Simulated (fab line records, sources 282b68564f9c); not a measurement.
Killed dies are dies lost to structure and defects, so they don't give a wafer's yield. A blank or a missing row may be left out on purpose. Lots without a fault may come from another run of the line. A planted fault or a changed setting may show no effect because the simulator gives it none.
One fault seen from 2 desks | flow rit_cmos | each desk has only its own numbers; what lay behind them comes last

THE TOOL OWNER'S DESK: plasma_asher-01
The tool's own readings at RIT_CONTACT_STRIP_12 (strips in O2, time 180 s): means of the sampled wafers that have a number, for each lot that ran on this tool. A lot is out of limits, marked OUT, if its mean lies more than 4 standard deviations from the usual mean; the brackets give that distance.
Columns: A = drypump_motor_current_A at RIT_CONTACT_STRIP_12, usual 5.5 A; B = run_length_s at RIT_CONTACT_STRIP_12, usual 208.3 s
lot  | first seen here | A   | B
L107 | day 5 07:59     | 5.2 | 208.2
L108 | day 5 13:18     | 5.2 | 200.2 (-20) OUT
L111 | day 6 07:27     | 5.0 | 200.4 (-19) OUT
L112 | day 6 16:27     | 5.0 | 200.1 (-20) OUT
This desk's finding: out of limits on L108, L111, L112; first on L108, day 5 13:18 (run_length_s at RIT_CONTACT_STRIP_12). In limits: L107.

THE METROLOGY DESK
What the gauges read, lot by lot, whatever tool the lot ran on: means of the sampled wafers that have a number. A lot is out of limits, marked OUT, if its mean lies more than 4 standard deviations from the usual mean; the brackets give that distance.
Columns: A = CONTACT_TEOS_THK at RIT_CONTACT_THK_MEAS_01, usual 399 nm; B = cd_nm at RIT_CONTACT_CD_MEAS_08, usual 999.8 nm; C = CONTACT_OVL at RIT_CONTACT_OVL_MEAS_09, usual -0.4 nm; D = cd_nm at RIT_CONTACT_CD_MEAS_90, usual 999.7 nm
lot  | first seen here | A   | B      | C    | D
L998 | day 3 07:07     | 393 | 998.7  | 0.3  | 998.6
L107 | day 5 06:20     | 398 | 998.0  | -0.1 | 997.9
L108 | day 5 11:39     | 388 | 1002.7 | -2.2 | 1002.6
L111 | day 6 05:55     | 395 | 1001.4 | -1.6 | 1001.0
L112 | day 6 14:55     | 398 | 1003.9 | 0.4  | 1003.7
L117 | day 7 22:40     | 393 | 1002.2 | 1.8  | 1002.4
L118 | day 7 22:54     | 408 | 997.4  | -0.1 | 997.3
This desk's finding: nothing out of limits on any of the 7 lots.

PUT TOGETHER
The tool owner's desk could have raised an alarm at day 5 13:18, on L108, L111, L112.
The metrology desk saw nothing out of limits.
The metrology desk has L108, L111, L112 on record, within its limits.
Of the lots named, all ran RIT_CONTACT_STRIP_12 on plasma_asher-01.

WHAT THE SIMULATOR HAD PUT IN
Process parameter drift: plasma_asher-01, from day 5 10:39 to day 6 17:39, at RIT_CONTACT_STRIP_12. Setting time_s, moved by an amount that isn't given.
Lots struck among those shown: L108, L111, L112.
Hours from the fault's start to each desk's first reading out of limits: the tool owner's desk, 3.
